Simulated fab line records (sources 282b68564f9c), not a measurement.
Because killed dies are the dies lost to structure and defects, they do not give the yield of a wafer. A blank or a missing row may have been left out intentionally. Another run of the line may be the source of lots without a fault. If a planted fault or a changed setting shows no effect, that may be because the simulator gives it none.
A single fault, viewed from 2 desks || flow ritCmos || what lay behind the numbers comes last; until then each desk has only its own

## METROLOGY DESK
Means of the sampled wafers that have a number, per lot and without regard to the tool the lot ran on: this is what the gauges read. The brackets show how far a lot's mean lies from the usual mean; more than 4 standard deviations puts the lot out of limits, marked OUT.
Columns: A = CONTACT_TEOS_THK at RIT_CONTACT_THK_MEAS_01, usual 400 nm; B = cdNm at RIT_CONTACT_CD_MEAS_08, usual 1000.4 nm; C = CONTACT_OVL at RIT_CONTACT_OVL_MEAS_09, usual 0.5 nm
{"lot": "L320", "first seen here": "day 4 12:58", "A": 396, "B": 1001.8, "C": -0.6}
{"lot": "L324", "first seen here": "day 5 09:20", "A": 392, "B": 1001.9, "C": 1.3}
{"lot": "L325", "first seen here": "day 5 16:14", "A": 402, "B": 1001.1, "C": 0.2}
{"lot": "L329", "first seen here": "day 6 09:46", "A": 401, "B": 998.8, "C": -1.2}
{"lot": "L335", "first seen here": "day 7 15:36", "A": 403, "B": 999.5, "C": -0.2}
{"lot": "L336", "first seen here": "day 7 23:19", "A": 397, "B": 1001.3, "C": 0.6}
This desk's finding: nothing out of limits on any of the 6 lots.

## THE TOOL OWNER'S DESK: rieDiel-04
The tool's own readings at RIT_CONTACT_ETCH_11 (etches SiO2 in CHF3/CF4/Ar, stops on TiSi2, target depth 480 nm, time 320 s): means of the sampled wafers that have a number, for each lot that ran on this tool. The brackets show how far a lot's mean lies from the usual mean; more than 4 standard deviations puts the lot out of limits, marked OUT.
Columns: A = drypumpMotorCurrentA at RIT_CONTACT_ETCH_11, usual 5.8 A; B = oesProductAu at RIT_CONTACT_ETCH_11, usual 0.985 a.u.; C = runLengthS at RIT_CONTACT_ETCH_11, usual 348.5 s; D = throttleValvePct at RIT_CONTACT_ETCH_11, usual 8.90 %
{"lot": "L320", "first seen here": "day 4 14:38", "A": 5.8, "B": 0.980, "C": 348.1, "D": 8.99}
{"lot": "L324", "first seen here": "day 5 10:40", "A": 5.8, "B": 0.969, "C": "476.3 (+99 or more) OUT", "D": 8.95}
{"lot": "L325", "first seen here": "day 5 17:35", "A": 6.0, "B": 0.968, "C": "476.0 (+99 or more) OUT", "D": 8.99}
This desk's finding: out of limits on L324, L325; first on L324, day 5 10:40 (runLengthS at RIT_CONTACT_ETCH_11). L320: within limits.

## BROUGHT TOGETHER
On L324, L325, at day 5 10:40, an alarm was possible from the tool owner's desk.
The metrology desk saw nothing out of limits.
The metrology desk holds a record of L324, L325, inside its limits.
RIT_CONTACT_ETCH_11 was run on rieDiel-04 by each of the lots named.

## WHAT HAD BEEN PUT IN BY THE SIMULATOR
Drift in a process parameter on rieDiel-04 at RIT_CONTACT_ETCH_11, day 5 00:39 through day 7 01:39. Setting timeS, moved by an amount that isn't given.
Struck lots among those shown: L324, L325.
How many hours passed from the start of the fault until each desk's first out-of-limits reading: the tool owner's desk, 10.
